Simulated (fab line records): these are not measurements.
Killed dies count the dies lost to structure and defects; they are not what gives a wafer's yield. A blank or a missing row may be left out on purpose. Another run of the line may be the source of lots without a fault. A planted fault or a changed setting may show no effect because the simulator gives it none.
Split-lot study || flow berkeleyCmos170 || route with 331 steps; 5 lots, 23 wafers read

== THE SPLIT ==
At UCB170_ACTIVE_CVD_05 (deposits Si3N4 from SiH2Cl2/NH3, target thk 220 nm, time 3300 s), the setting timeS was moved away from the recipe's 3300 s on 20 of the 23 wafers read, by -12.3% to +11.2%. For the rest of the wafers, this setting stayed at what the recipe calls for.

No step appears in the file between the split and the reading.

== THE READING ==
Values of ACTIVE_NITRIDE_THK in nm from UCB170_ACTIVE_THK_MEAS_06. Typical for fault-free wafers on this fab line: 220.4 nm, with standard deviation 1.9 nm.

{"wafer": "L074.1", "tool, chamber at the split": "-, -", "timeS as run, s": 3108, "against the recipe": "-5.8%", "ACTIVE_NITRIDE_THK, nm": 208.6, "against lot-mates on the recipe": "no lot-mate on the recipe"}
{"wafer": "L074.2", "tool, chamber at the split": "-, -", "timeS as run, s": 3108, "against the recipe": "-5.8%", "ACTIVE_NITRIDE_THK, nm": 208.7, "against lot-mates on the recipe": "no lot-mate on the recipe"}
{"wafer": "L074.4", "tool, chamber at the split": "-, -", "timeS as run, s": 3108, "against the recipe": "-5.8%", "ACTIVE_NITRIDE_THK, nm": 209.3, "against lot-mates on the recipe": "no lot-mate on the recipe"}
{"wafer": "L074.5", "tool, chamber at the split": "-, -", "timeS as run, s": 3108, "against the recipe": "-5.8%", "ACTIVE_NITRIDE_THK, nm": 209.2, "against lot-mates on the recipe": "no lot-mate on the recipe"}
{"wafer": "L074.6", "tool, chamber at the split": "-, -", "timeS as run, s": 3108, "against the recipe": "-5.8%", "ACTIVE_NITRIDE_THK, nm": 209.4, "against lot-mates on the recipe": "no lot-mate on the recipe"}
{"wafer": "L076.1", "tool, chamber at the split": "lpcvd-02, 0", "timeS as run, s": 3300, "against the recipe": "recipe", "ACTIVE_NITRIDE_THK, nm": 217.3, "against lot-mates on the recipe": "-"}
{"wafer": "L076.2", "tool, chamber at the split": "lpcvd-02, 0", "timeS as run, s": 3300, "against the recipe": "recipe", "ACTIVE_NITRIDE_THK, nm": 216.8, "against lot-mates on the recipe": "-"}
{"wafer": "L076.4", "tool, chamber at the split": "lpcvd-02, 0", "timeS as run, s": 3300, "against the recipe": "recipe", "ACTIVE_NITRIDE_THK, nm": 217.0, "against lot-mates on the recipe": "-"}
{"wafer": "L077.1", "tool, chamber at the split": "-, -", "timeS as run, s": 3671, "against the recipe": "+11.2%", "ACTIVE_NITRIDE_THK, nm": 248.1, "against lot-mates on the recipe": "no lot-mate on the recipe"}
{"wafer": "L077.3", "tool, chamber at the split": "-, -", "timeS as run, s": 3671, "against the recipe": "+11.2%", "ACTIVE_NITRIDE_THK, nm": 248.5, "against lot-mates on the recipe": "no lot-mate on the recipe"}
{"wafer": "L077.4", "tool, chamber at the split": "-, -", "timeS as run, s": 3671, "against the recipe": "+11.2%", "ACTIVE_NITRIDE_THK, nm": 245.1, "against lot-mates on the recipe": "no lot-mate on the recipe"}
{"wafer": "L077.5", "tool, chamber at the split": "-, -", "timeS as run, s": 3671, "against the recipe": "+11.2%", "ACTIVE_NITRIDE_THK, nm": 247.5, "against lot-mates on the recipe": "no lot-mate on the recipe"}
{"wafer": "L077.6", "tool, chamber at the split": "-, -", "timeS as run, s": 3671, "against the recipe": "+11.2%", "ACTIVE_NITRIDE_THK, nm": 248.4, "against lot-mates on the recipe": "no lot-mate on the recipe"}
{"wafer": "L078.1", "tool, chamber at the split": "-, -", "timeS as run, s": 3470, "against the recipe": "+5.2%", "ACTIVE_NITRIDE_THK, nm": 232.7, "against lot-mates on the recipe": "no lot-mate on the recipe"}
{"wafer": "L078.2", "tool, chamber at the split": "-, -", "timeS as run, s": 3470, "against the recipe": "+5.2%", "ACTIVE_NITRIDE_THK, nm": 231.8, "against lot-mates on the recipe": "no lot-mate on the recipe"}
{"wafer": "L078.4", "tool, chamber at the split": "-, -", "timeS as run, s": 3470, "against the recipe": "+5.2%", "ACTIVE_NITRIDE_THK, nm": 232.2, "against lot-mates on the recipe": "no lot-mate on the recipe"}
{"wafer": "L078.5", "tool, chamber at the split": "-, -", "timeS as run, s": 3470, "against the recipe": "+5.2%", "ACTIVE_NITRIDE_THK, nm": 229.8, "against lot-mates on the recipe": "no lot-mate on the recipe"}
{"wafer": "L078.6", "tool, chamber at the split": "-, -", "timeS as run, s": 3470, "against the recipe": "+5.2%", "ACTIVE_NITRIDE_THK, nm": 230.6, "against lot-mates on the recipe": "no lot-mate on the recipe"}
{"wafer": "L082.1", "tool, chamber at the split": "-, -", "timeS as run, s": 2893, "against the recipe": "-12.3%", "ACTIVE_NITRIDE_THK, nm": 193.0, "against lot-mates on the recipe": "no lot-mate on the recipe"}
{"wafer": "L082.2", "tool, chamber at the split": "-, -", "timeS as run, s": 2893, "against the recipe": "-12.3%", "ACTIVE_NITRIDE_THK, nm": 192.5, "against lot-mates on the recipe": "no lot-mate on the recipe"}
{"wafer": "L082.4", "tool, chamber at the split": "-, -", "timeS as run, s": 2893, "against the recipe": "-12.3%", "ACTIVE_NITRIDE_THK, nm": 193.5, "against lot-mates on the recipe": "no lot-mate on the recipe"}
{"wafer": "L082.5", "tool, chamber at the split": "-, -", "timeS as run, s": 2893, "against the recipe": "-12.3%", "ACTIVE_NITRIDE_THK, nm": 193.0, "against lot-mates on the recipe": "no lot-mate on the recipe"}
{"wafer": "L082.6", "tool, chamber at the split": "-, -", "timeS as run, s": 2893, "against the recipe": "-12.3%", "ACTIVE_NITRIDE_THK, nm": 191.7, "against lot-mates on the recipe": "no lot-mate on the recipe"}

FIT RESULTS
A straight line over all 23 wafers: ACTIVE_NITRIDE_THK changes by +2.27 nm for each +1% of timeS; r = +1.00; the points scatter about the line by 2 nm.
Too few moved wafers have a lot-mate on the recipe to fit a line with each lot's own level taken away.

== THE WHOLE CHAIN: every reading that the file lists as answering this split, in the file's order ==
{"step": "UCB170_ACTIVE_CVD_05", "what it does": "deposits Si3N4 from SiH2Cl2/NH3, target thk 220 nm, time 3300 s", "reading": "Si3N4_of_ACTIVE_CVD_05.thkNm (the simulator's own value, which no gauge read)", "change (the file's fit)": "+2.27 nm for each +1% of the setting", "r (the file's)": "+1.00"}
{"step": "UCB170_ACTIVE_THK_MEAS_06", "what it does": "", "reading": "ACTIVE_NITRIDE_THK", "change (the file's fit)": "+2.27 for each +1% of the setting", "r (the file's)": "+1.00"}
{"step": "UCB170_ACTIVE_ETCH_15", "what it does": "etches Si3N4 in CH3F/Ar/O2, stops on SiO2, target depth 242 nm, time 151 s", "reading": "etch.depthNm (the simulator's own value, which no gauge read)", "change (the file's fit)": "+2.04 nm for each +1% of the setting", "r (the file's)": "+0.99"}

== FILE'S OWN FIT ==
ACTIVE_NITRIDE_THK changes by +2.27 nm for each +1% of timeS, r = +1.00.
